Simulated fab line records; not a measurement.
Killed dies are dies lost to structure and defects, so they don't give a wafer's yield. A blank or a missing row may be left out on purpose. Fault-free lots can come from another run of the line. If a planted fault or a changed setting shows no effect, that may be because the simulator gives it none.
Which of the tools did it? ; flow rit cmos ; Sampling: 15 lots, 45 wafers, 3 of 202 route steps

== WHAT THE GAUGES SHOWED, per wafer ==
RIT_NRETRO_OVL_MEAS_06. Usual: for NRETRO_OVL the level is -0.6 nm and the standard deviation is 1.2.
lot;measured;on;NRETRO_OVL (nm);flag
L614;day 2 11:08;overlay-02;-0.1 -0.3 -0.3;
L616;day 2 21:44;overlay-02;-0.9 -1.9 -0.9;
L617;day 3 02:41;overlay-02;0.0 1.0 -0.1;
L620;day 3 18:08;overlay-02;-1.8 -0.4 0.3;
L621;day 3 23:20;overlay-02;-1.8 -0.4 -1.9;
L623;day 4 13:38;overlay-01;-1.7 -2.9 0.2;
L626;day 5 00:22;overlay-01;- - -;OFF
L627;day 5 06:29;overlay-01;- - -;OFF
L628;day 5 09:26;overlay-02;- - -;OFF
L630;day 5 21:00;overlay-02;-2.1 -1.3 -0.5;
L631;day 6 03:24;overlay-01;-0.6 -1.7 -0.3;
L633;day 6 10:31;overlay-02;-2.9 -1.6 -2.2;
L634;day 6 16:35;overlay-02;1.6 2.6 0.9;
L635;day 6 21:24;overlay-01;0.6 -1.4 -0.6;
L636;day 7 00:49;overlay-01;3.1 2.2 1.7;

RIT_PRETRO_TW_MEAS_10. Usual: for PRETRO_TW the level is 479 and the standard deviation is 6.2.
lot;measured;on;PRETRO_TW;flag
L614;day 2 13:25;film metro-02;479 478 479;
L616;day 3 00:04;film metro-04;467 470 469;
L617;day 3 04:58;film metro-04;467 468 464;
L620;day 3 20:25;film metro-02;482 482 482;
L621;day 4 01:31;film metro-04;466 464 465;
L623;day 4 15:56;film metro-02;478 482 481;
L626;day 5 02:48;film metro-02;1089 1092 1093;OFF
L627;day 5 08:47;film metro-01;1095 1092 1093;OFF
L628;day 5 11:43;film metro-01;1091 1089 1094;OFF
L630;day 5 23:29;film metro-01;483 486 483;
L631;day 6 05:45;film metro-02;478 480 479;
L633;day 6 12:41;film metro-02;480 480 482;
L634;day 6 18:44;film metro-02;479 478 478;
L635;day 6 23:41;film metro-04;469 470 469;
L636;day 7 03:07;film metro-02;483 482 483;

== EACH LOT AND THE TOOL THAT RAN IT (in order: tool; ch and the chambers of the sampled wafers; start) ==
lot;RIT_NRETRO_COAT_01
L614;litho track-01 ch 0, day 2 10:16
L616;litho track-02 ch 0, day 2 20:54
L617;litho track-01 ch 0, day 3 01:58
L620;litho track-02 ch 0, day 3 17:24
L621;litho track-02 ch 0, day 3 22:31
L623;litho track-02 ch 0, day 4 12:55
L626;litho track-03, day 4 23:32
L627;litho track-02, day 5 05:46
L628;litho track-02, day 5 08:34
L630;litho track-03 ch 0, day 5 20:03
L631;litho track-03 ch 0, day 6 02:34
L633;litho track-02 ch 0, day 6 09:47
L634;litho track-01 ch 0, day 6 15:43
L635;litho track-01 ch 0, day 6 20:40
L636;litho track-03 ch 0, day 7 00:02
- RIT_NRETRO_COAT_01: resist thk 1300 nm.

== AS READ BY THE TOOLS THEMSELVES (means over the sampled wafers that have a number; for cases with no such wafer, the mark the record gives instead) ==
RIT_NRETRO_COAT_01. Usual: chill plate temp C 23.00 C, standard deviation 0.086; dispense pressure kPa 53.6 kPa, standard deviation 1.4.
lot;tool;chill plate temp C (C);dispense pressure kPa (kPa);flag
L614;litho track-01;22.94;55.6;
L616;litho track-02;23.03;52.7;
L617;litho track-01;23.04;55.6;
L620;litho track-02;23.01;52.7;
L621;litho track-02;22.99;52.7;
L623;litho track-02;23.05;52.7;
L626;litho track-03;-;-;OFF
L627;litho track-02;-;-;OFF
L628;litho track-02;-;-;OFF
L630;litho track-03;23.03;52.3;
L631;litho track-03;22.94;52.3;
L633;litho track-02;22.94;52.8;
L634;litho track-01;22.95;55.6;
L635;litho track-01;22.98;55.6;
L636;litho track-03;23.09;52.4;

== THE ANSWER, worked out from the rows above alone ==
Rule: take the mean of a lot's wafers that have a number; if it is more than 3 standard deviations from the usual mean, the lot is off. A lot without any number at a reading at which 4 lots or more have one is off too. Any other lot the step has rows for is counted as sound. After the gauges, taken in route order, come the tools' own readings; for these a lot's mean is taken, as printed above. At the first step where some lot is off, the reading lying furthest off is the one used; lots without a number count as furthest.
Off: at RIT_NRETRO_OVL_MEAS_06 (NRETRO_OVL), L626, L627, L628. Without a number there: L626, L627, L628.
A tool fits if, at a process step before that reading, it ran every lot that is off, and no sound lot after the first of them. Not tried: the gauges at RIT_NRETRO_OVL_MEAS_06; whatever is off there is also off at RIT_PRETRO_TW_MEAS_10, on other tools, and gauge error can't account for it. Of those tried, none fits.

== WHAT THE SIMULATOR PUT IN ==
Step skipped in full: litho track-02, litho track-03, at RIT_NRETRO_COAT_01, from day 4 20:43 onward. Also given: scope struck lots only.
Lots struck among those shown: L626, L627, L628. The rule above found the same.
